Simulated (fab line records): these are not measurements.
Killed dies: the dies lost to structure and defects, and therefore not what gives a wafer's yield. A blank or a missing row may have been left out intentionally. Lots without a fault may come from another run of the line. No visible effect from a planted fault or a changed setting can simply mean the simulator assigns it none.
fab line records	flow rit-cmos
record lots=14	wafers=42	last-day=8
route steps=202 shown PLDD@123 PSD@150 SILICIDE@162 CONTACT@169 M1@202
lots with no fault: from the same line, run without faults
start-h: the number of hours between the record's first day and the start of the first shown wafer of the lot	wait-h: how many hours have passed since the lot's step before this one	" as in the row above	L1.1+2: a row that stands for several wafers	- no value, or no start given	* or withheld: withheld	< > ~ a bound
route shown NAME@n: NAME is a module with steps in the file, n the number in the route of the first one	usual: mean/standard deviation of fault-free wafers	same: alike in all rows	chamber/n: place in a boat	sites: readings site by site	_std_site: standard deviation of those values	_edge_site: the outer-site mean with the inner-site mean subtracted	radius-mm: for every site, how far away it sits from the centre of the wafer	mask NAME#n: copy n	behind: the last tool/chamber to shape the wafer	hold: what put the lot on hold/how long, in hours/how the hold closed	device: names the non-switching transistor (n, p or np)	end of line: tests of these same wafers at the route's end	a step without rows: its recipe alone	killed: dies lost to structure and defects at the first sort, not the wafer's yield	map: the dies of a wafer, with x for killed, . for not killed, _ for no die there
set.NAME: the setting the step ran with; set.NAME@STEP: the setting that earlier step ran with	model.NAME: the simulator's own value behind a step, which no gauge read
the route's steps for a sample of lots (tables are steps, rows are wafers)
services: the hour from which a tool's chamber was out of use, counted from the record's first day as start-h (under 0 if before that day), plus the number of hours and why
## steps
# step RIT_PLDD_STRIP_09
# recipe chemistry=O2	time-s=180	resist=NOVOLAK	platen-temp-c=withheld	power-w=500	pressure-mtorr=4000	o2-flow-sccm=4000
# usual chamber-pressure-mTorr=4000/3.9	drypump-motor-current-A=5.7/0.52	rf-refl-power-W=6.4/1.4
lot.wafer	tool	chamber	start-h	wait-h	chamber-pressure-mTorr	drypump-motor-current-A	rf-hours-counter-h	rf-refl-power-W
L721.4	plasma-asher-02	1	65.76	0.1	4005	5.5	-	4.3
L721.5	"	1	"	"	4005	5.5	-	4.2
L721.6	"	0	"	"	4002	6.6	-	8.0
L722.2	plasma-asher-02	0	70.78	0.1	4003	6.6	44	8.0
L722.5	"	1	"	"	4004	5.4	-	4.2
L722.6	"	0	"	"	3998	6.6	-	8.6
L723.2	plasma-asher-03	1	73.78	0.1	3994	5.0	28	7.7
L723.4	"	1	"	"	4002	5.0	-	7.7
L723.6	"	0	"	"	4000	6.3	-	5.6
L724.3	plasma-asher-01	1	79.39	0.1	4007	6.0	-	7.8
L724.4	"	0	"	"	4000	5.4	-	4.7
L724.6	"	1	"	"	4002	6.0	-	7.7
L725.1	plasma-asher-01	1	84.57	0.1	3998	5.9	44	7.8
L725.2	"	0	"	"	4002	5.4	44	5.5
L725.3	"	0	"	"	3995	5.4	-	5.4
L726.1	plasma-asher-03	0	92.08	0.1	4000	6.3	30	5.5
L726.2	"	1	"	"	4007	5.0	30	7.3
L726.6	"	0	"	"	4000	6.3	-	5.7
L727.2	plasma-asher-01	1	97.12	0.1	4005	5.9	46	7.9
L727.3	"	1	"	"	4001	5.9	-	7.8
L727.5	"	1	"	"	4002	5.9	-	8.1
L728.2	plasma-asher-01	0	103.76	0.1	4008	5.4	47	5.1
L728.4	"	0	"	"	3998	5.4	-	5.3
L728.5	"	1	"	"	3995	5.9	-	7.8
L731.1	plasma-asher-02	1	115.50	0.1	3997	5.4	48	4.0
L731.3	"	0	"	"	4003	6.6	-	8.0
L731.5	"	1	"	"	4005	5.5	-	3.9
L732.2	plasma-asher-03	1	129.52	0.1	4007	5.0	34	7.4
L732.3	"	1	"	"	4003	5.0	-	7.6
L732.4	"	0	"	"	3995	6.3	-	5.6
L734.2	plasma-asher-01	0	138.41	0.1	3997	5.4	2	5.2
L734.5	"	1	"	"	4001	5.9	-	7.7
L734.6	"	0	"	"	3997	5.4	-	4.9
L736.2	plasma-asher-03	0	151.42	0.1	3995	6.2	36	5.5
L736.4	"	1	"	"	3994	5.0	-	7.6
L736.6	"	1	"	"	4005	5.0	-	7.6
L740.1	plasma-asher-01	0	179.05	0.1	4007	5.5	6	5.2
L740.3	"	1	"	"	4002	5.9	-	7.7
L740.4	"	0	"	"	4005	5.4	-	5.5
L741.3	plasma-asher-03	1	179.39	0.1	4004	5.0	-	7.5
L741.4	"	0	"	"	3993	6.3	-	5.3
L741.5	"	1	"	"	4003	5.0	-	7.4
# step RIT_PSD_IMPLANT_08
# recipe species=BF2	energy-kev=27	dose-cm2=5e+15	tilt-deg=7
# usual beam-on-s=14.6/1.2	dose-ions-cm2=5.001e+15/5.8e+12
lot.wafer	tool	chamber	start-h	wait-h	beam-on-s	dose-ions-cm2
L721.4	implanter-02	0	71.09	0.1	13.0	4.997e+15
L721.5	"	0	"	"	13.0	4.999e+15
L721.6	"	0	"	"	13.9	5.007e+15
L722.2	implanter-03	0	77.24	0.1	14.6	5.014e+15
L722.5	"	0	"	"	15.2	4.989e+15
L722.6	"	0	"	"	14.3	4.999e+15
L723.2	implanter-02	0	80.25	0.1	13.2	5.009e+15
L723.4	"	0	"	"	13.3	5.005e+15
L723.6	"	0	"	"	13.4	5.008e+15
L724.3	implanter-03	0	84.90	0.1	15.0	4.991e+15
L724.4	"	0	"	"	15.0	5.003e+15
L724.6	"	0	"	"	14.8	5.004e+15
L725.1	implanter-04	0	90.03	0.1	16.0	4.999e+15
L725.2	"	0	"	"	16.1	5.001e+15
L725.3	"	0	"	"	16.3	5.006e+15
L726.1	implanter-02	0	97.39	0.1	13.4	5.002e+15
L726.2	"	0	"	"	13.1	5.004e+15
L726.6	"	0	"	"	13.4	5.003e+15
L727.2	implanter-02	0	102.61	0.1	13.6	5.015e+15
L727.3	"	0	"	"	13.2	5.011e+15
L727.5	"	0	"	"	13.2	5.01e+15
L728.2	implanter-04	0	109.11	0.1	16.1	5.015e+15
L728.4	"	0	"	"	16.1	5e+15
L728.5	"	0	"	"	16.6	5.006e+15
L731.1	implanter-04	0	120.69	0.1	15.7	5.003e+15
L731.3	"	0	"	"	16.2	5.004e+15
L731.5	"	0	"	"	15.6	5.004e+15
L732.2	implanter-03	0	135.90	0.1	14.7	5e+15
L732.3	"	0	"	"	15.2	4.998e+15
L732.4	"	0	"	"	15.1	5.003e+15
L734.2	implanter-04	0	143.82	0.1	21.2	6.747e+15
L734.5	"	0	"	"	21.5	6.739e+15
L734.6	"	0	"	"	21.9	6.746e+15
L736.2	implanter-04	0	156.90	0.1	21.7	6.746e+15
L736.4	"	0	"	"	20.8	6.744e+15
L736.6	"	0	"	"	21.6	6.758e+15
L740.1	implanter-02	0	184.52	0.1	13.5	5.008e+15
L740.3	"	0	"	"	13.3	5.003e+15
L740.4	"	0	"	"	12.9	4.991e+15
L741.3	implanter-02	0	186.31	0.1	13.5	5.003e+15
L741.4	"	0	"	"	13.4	5.001e+15
L741.5	"	0	"	"	13.4	5.006e+15
# step RIT_PSD_TW_MEAS_10
# usual PSD_TW=3444/21
lot.wafer	tool	chamber	start-h	wait-h	PSD_TW
L721.4	film-metro-02	-	71.37	0.1	3462
L721.5	"	-	"	"	3464
L721.6	"	-	"	"	3473
L722.2	film-metro-02	-	77.55	0.1	3431
L722.5	"	-	"	"	3424
L722.6	"	-	"	"	3436
L723.2	film-metro-02	-	80.56	0.1	3445
L723.4	"	-	"	"	3439
L723.6	"	-	"	"	3463
L724.3	film-metro-01	-	85.19	0.1	3429
L724.4	"	-	"	"	3423
L724.6	"	-	"	"	3412
L725.1	film-metro-03	-	90.36	0.1	3477
L725.2	"	-	"	"	3490
L725.3	"	-	"	"	3459
L726.1	film-metro-03	-	97.71	0.1	3430
L726.2	"	-	"	"	3448
L726.6	"	-	"	"	3446
L727.2	film-metro-01	-	102.92	0.1	3447
L727.3	"	-	"	"	3458
L727.5	"	-	"	"	3456
L728.2	film-metro-02	-	109.42	0.1	3454
L728.4	"	-	"	"	3474
L728.5	"	-	"	"	3467
L731.1	film-metro-01	-	121.01	0.1	3430
L731.3	"	-	"	"	3439
L731.5	"	-	"	"	3437
L732.2	film-metro-03	-	136.21	0.1	3451
L732.3	"	-	"	"	3436
L732.4	"	-	"	"	3462
L734.2	film-metro-02	-	144.13	0.1	3543
L734.5	"	-	"	"	3536
L734.6	"	-	"	"	3544
L736.2	film-metro-01	-	157.21	0.1	3465
L736.4	"	-	"	"	3500
L736.6	"	-	"	"	3498
L740.1	film-metro-03	-	184.85	0.1	3450
L740.3	"	-	"	"	3431
L740.4	"	-	"	"	3455
L741.3	film-metro-03	-	186.61	0.1	3454
L741.4	"	-	"	"	3458
L741.5	"	-	"	"	3465
# step RIT_SDANNEAL_RS_MEAS_04
# recipe thk-meas-gauge=four-point-probe
# usual PSD_RS=115.9/0.32
lot.wafer	tool	chamber	start-h	wait-h	PSD_RS[ohm/sq]
L721.4	film-metro-01	-	71.89	0.1	115.7
L721.5	"	-	"	"	115.9
L721.6	"	-	"	"	116.0
L722.2	film-metro-03	-	78.05	0.1	115.7
L722.5	"	-	"	"	115.8
L722.6	"	-	"	"	115.5
L723.2	film-metro-03	-	81.05	0.1	115.7
L723.4	"	-	"	"	115.5
L723.6	"	-	"	"	115.5
L724.3	film-metro-03	-	85.73	0.1	116.0
L724.4	"	-	"	"	115.7
L724.6	"	-	"	"	115.5
L725.1	film-metro-03	-	90.84	0.0	116.3
L725.2	"	-	"	"	115.7
L725.3	"	-	"	"	116.3
L726.1	film-metro-03	-	98.20	0.0	115.7
L726.2	"	-	"	"	116.0
L726.6	"	-	"	"	116.0
L727.2	film-metro-03	-	103.45	0.1	115.7
L727.3	"	-	"	"	115.3
L727.5	"	-	"	"	115.1
L728.2	film-metro-01	-	109.93	0.1	115.8
L728.4	"	-	"	"	116.0
L728.5	"	-	"	"	115.6
L731.1	film-metro-03	-	121.50	0.0	115.6
L731.3	"	-	"	"	115.8
L731.5	"	-	"	"	116.0
L732.2	film-metro-01	-	136.74	0.1	116.0
L732.3	"	-	"	"	115.7
L732.4	"	-	"	"	115.9
L734.2	film-metro-01	-	144.69	0.1	112.1
L734.5	"	-	"	"	112.6
L734.6	"	-	"	"	112.1
L736.2	film-metro-02	-	157.73	0.1	112.7
L736.4	"	-	"	"	112.5
L736.6	"	-	"	"	112.5
L740.1	film-metro-03	-	185.36	0.0	115.8
L740.3	"	-	"	"	115.4
L740.4	"	-	"	"	116.0
L741.3	film-metro-03	-	187.16	0.1	115.9
L741.4	"	-	"	"	115.7
L741.5	"	-	"	"	115.5
# step RIT_SILICIDE_SPUTTER_01
# recipe material=Ti	target-thk-nm=30	power-w=350	chamber-pressure-pa=0.667	gas=Ar	time-s=240	substrate-temp-c=25
# usual throttle-valve-pct=30.5/0.85
lot.wafer	tool	chamber	start-h	wait-h	throttle-valve-pct
L721.4	pvd-sputter-03	-	72.32	0.0	31.1
L721.5	"	-	"	"	29.5
L721.6	"	-	"	"	29.7
L722.2	pvd-sputter-02	-	78.52	0.0	32.2
L722.5	"	-	"	"	31.0
L722.6	"	-	"	"	32.3
L723.2	pvd-sputter-03	-	81.53	0.0	29.5
L723.4	"	-	"	"	29.3
L723.6	"	-	"	"	30.2
L724.3	pvd-sputter-02	-	86.18	0.0	30.7
L724.4	"	-	"	"	30.7
L724.6	"	-	"	"	31.1
L725.1	pvd-sputter-03	-	91.34	0.0	31.2
L725.2	"	-	"	"	29.6
L725.3	"	-	"	"	30.3
L726.1	pvd-sputter-02	-	98.69	0.0	30.6
L726.2	"	-	"	"	31.0
L726.6	"	-	"	"	30.8
L727.2	pvd-sputter-03	-	103.92	0.0	31.2
L727.3	"	-	"	"	29.2
L727.5	"	-	"	"	30.1
L728.2	pvd-sputter-03	-	110.40	0.0	29.3
L728.4	"	-	"	"	31.1
L728.5	"	-	"	"	30.2
L731.1	pvd-sputter-03	-	121.99	0.0	29.1
L731.3	"	-	"	"	31.2
L731.5	"	-	"	"	31.0
L732.2	pvd-sputter-03	-	137.21	0.0	29.6
L732.3	"	-	"	"	29.9
L732.4	"	-	"	"	31.1
L734.2	pvd-sputter-03	-	145.16	0.0	29.6
L734.5	"	-	"	"	29.5
L734.6	"	-	"	"	29.4
L736.2	pvd-sputter-02	-	158.21	0.0	30.5
L736.4	"	-	"	"	30.6
L736.6	"	-	"	"	31.1
L740.1	pvd-sputter-03	-	185.85	0.0	30.2
L740.3	"	-	"	"	29.3
L740.4	"	-	"	"	29.4
L741.3	pvd-sputter-02	-	187.61	0.0	30.9
L741.4	"	-	"	"	30.7
L741.5	"	-	"	"	30.7
# step RIT_CONTACT_THK_MEAS_01
# recipe reads=SiO2_of_CONTACT_CVD_00
# usual CONTACT_TEOS_THK=401/4.7
lot.wafer	tool	chamber	start-h	wait-h	CONTACT_TEOS_THK[nm]
L721.4	film-metro-03	-	72.91	0.0	410
L721.5	"	-	"	"	407
L721.6	"	-	"	"	400
L722.2	film-metro-02	-	79.09	0.0	401
L722.5	"	-	"	"	402
L722.6	"	-	"	"	408
L723.2	film-metro-04	-	82.09	0.0	398
L723.4	"	-	"	"	405
L723.6	"	-	"	"	399
L724.3	film-metro-03	-	86.76	0.0	393
L724.4	"	-	"	"	403
L724.6	"	-	"	"	398
L725.1	film-metro-02	-	91.90	0.0	391
L725.2	"	-	"	"	393
L725.3	"	-	"	"	392
L726.1	film-metro-03	-	99.25	0.0	391
L726.2	"	-	"	"	397
L726.6	"	-	"	"	402
L727.2	film-metro-03	-	104.49	0.0	398
L727.3	"	-	"	"	407
L727.5	"	-	"	"	405
L728.2	film-metro-03	-	110.97	0.0	398
L728.4	"	-	"	"	401
L728.5	"	-	"	"	403
L731.1	film-metro-03	-	122.61	0.0	401
L731.3	"	-	"	"	400
L731.5	"	-	"	"	406
L732.2	film-metro-03	-	137.77	0.0	391
L732.3	"	-	"	"	399
L732.4	"	-	"	"	404
L734.2	film-metro-04	-	145.72	0.0	403
L734.5	"	-	"	"	402
L734.6	"	-	"	"	409
L736.2	film-metro-03	-	158.77	0.0	396
L736.4	"	-	"	"	402
L736.6	"	-	"	"	400
L740.1	film-metro-04	-	186.42	0.0	388
L740.3	"	-	"	"	392
L740.4	"	-	"	"	399
L741.3	film-metro-02	-	188.19	0.0	403
L741.4	"	-	"	"	408
L741.5	"	-	"	"	408
# step RIT_M1_PROBE_99
# usual killed-at-contacts=0.1/0.24	killed-at-front-end=7/3.1	killed-dies=7/3.1	killed-open=3.3/1.9	killed-short=3.9/2.1
# same gross-dies=264	killed_at_M0_to_M3=0	killed_at_M4_up=0	killed-at-back-side=0	killed-at-other=0
lot.wafer	tool	chamber	start-h	wait-h	killed-at-contacts	killed-at-front-end	killed-dies	killed-open	killed-short
L723.2	prober-02	-	88.62	0.1	0	6	6	4	2
L723.4	prober-02	-	88.72	0.2	0	4	4	2	2
L723.6	prober-02	-	88.82	0.2	0	4	4	1	3
L734.2	prober-01	-	152.25	0.1	0	6	6	3	3
L734.5	prober-01	-	152.40	0.2	0	5	5	2	3
L734.6	prober-01	-	152.45	0.2	0	5	5	2	3
L736.2	prober-02	-	165.35	0.1	0	9	9	3	6
L736.4	prober-02	-	165.45	0.2	0	11	11	5	6
L736.6	prober-02	-	165.55	0.2	0	4	4	3	1
L741.3	prober-01	-	195.90	0.2	0	7	7	5	2
L741.4	prober-01	-	195.95	0.2	0	8	8	1	7
L741.5	prober-01	-	196.00	0.2	0	7	7	5	2
# killed by level:class
L723.2 REOX:geometric-particle:open=2 FOX1:geometric-particle:short=1 FOX2:geometric-particle:open=1 GATE:geometric-particle:open=1 SILICIDE:geometric-particle:short=1
L723.4 GATE:geometric-particle:open=2 GATE:geometric-particle:short=1 SPACER:geometric-particle:short=1
L723.6 REOX:geometric-particle:short=2 GATE:geometric-particle:short=1 GATE:geometric-particle:open=1
L734.2 REOX:geometric-particle:short=2 SILICIDE:geometric-particle:open=2 GATE:geometric-particle:open=1 SILICIDE:geometric-particle:short=1
L734.5 FOX1:geometric-particle:short=1 FOX2:geometric-particle:open=1 GATE:geometric-particle:open=1 GATE:geometric-particle:short=1 SPACER:geometric-particle:short=1
L734.6 FOX1:geometric-particle:short=1 GATE:geometric-particle:short=1 GATE:geometric-particle:open=1 REOX:geometric-particle:short=1 SPACER:geometric-particle:open=1
L736.2 REOX:geometric-particle:short=3 GATE:geometric-particle:short=2 FOX1:geometric-particle:short=1 GATE:geometric-particle:open=1 REOX:geometric-particle:open=1 SILICIDE:geometric-particle:open=1
L736.4 FOX1:geometric-particle:short=2 REOX:geometric-particle:short=2 FOX1:geometric-particle:open=1 FOX2:geometric-particle:short=1 FOX2:geometric-particle:open=1 GATE:geometric-particle:short=1 GATE:geometric-particle:open=1 REOX:geometric-particle:open=1
L736.6 FOX1:geometric-particle:open=1 FOX2:geometric-particle:open=1 GATE:geometric-particle:open=1 REOX:geometric-particle:short=1
L741.3 GATE:geometric-particle:open=4 GATE:geometric-particle:short=2 FOX2:geometric-particle:open=1
L741.4 SPACER:geometric-particle:short=3 GATE:geometric-particle:short=2 REOX:geometric-particle:short=1 SILICIDE:geometric-particle:short=1 SILICIDE:geometric-particle:open=1
L741.5 GATE:geometric-particle:open=4 FOX1:geometric-particle:open=1 GATE:geometric-particle:short=1 SPACER:geometric-particle:short=1
## services
tool	chamber	start-h	hours	kind
plasma-asher-02	-	44.58	1.2	repair
implanter-04	-	54.73	10.3	repair
implanter-04	-	66.10	15.3	pm
implanter-02	-	88.23	6.2	repair
plasma-asher-02	-	92.16	14.6	pm
pvd-sputter-02	-	93.61	4.8	repair
plasma-asher-01	-	108.75	9.0	pm
plasma-asher-01	0	108.75	9.0	vent-cycle
plasma-asher-01	1	108.75	9.0	vent-cycle
plasma-asher-03	-	112.93	2.7	repair
plasma-asher-01	0	117.75	-	clean
plasma-asher-01	1	117.75	-	clean
plasma-asher-02	-	168.22	6.6	repair
## key
first-sign step=RIT_PSD_IMPLANT_08	reading=dose-ions-cm2	direction=up	sigmas=99+	usual=5.001e+15	struck=6.747e+15
effect step=RIT_PSD_IMPLANT_08	reading=beam-on-s	direction=up	sigmas=5.5	usual=14.6	struck=21.4
effect step=RIT_PSD_TW_MEAS_10	reading=PSD_TW	direction=up	sigmas=3.4	usual=3444	struck=3514
effect step=RIT_SDANNEAL_RS_MEAS_04	reading=PSD_RS	direction=down	sigmas=11	usual=115.9	struck=112.4
met-at RIT_PSD_IMPLANT_08
struck-lots L734,L736
tester-left-out L734,L736
not-acting-at RIT_PLDD_STRIP_09,RIT_SILICIDE_SPUTTER_01,RIT_CONTACT_THK_MEAS_01
onset-between 120.69 143.82
fault kind=process-parameter-drift	tool=implanter-04	chamber=-	onset-h=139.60	steps=RIT_PSD_IMPLANT_08	channel=dose-cm2	offset=1.75e+15	shape=step	end-h=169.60	acts-in=these-recipes-only	stated=5e+15
# tester-left-out: of these lots the tester's yield and bins aren't shown, on N5 and GAA mostly nor the transistor test; their killed dies are dies lost to structure and defects alone, not to doping, threshold or leakage, so they don't give the yield
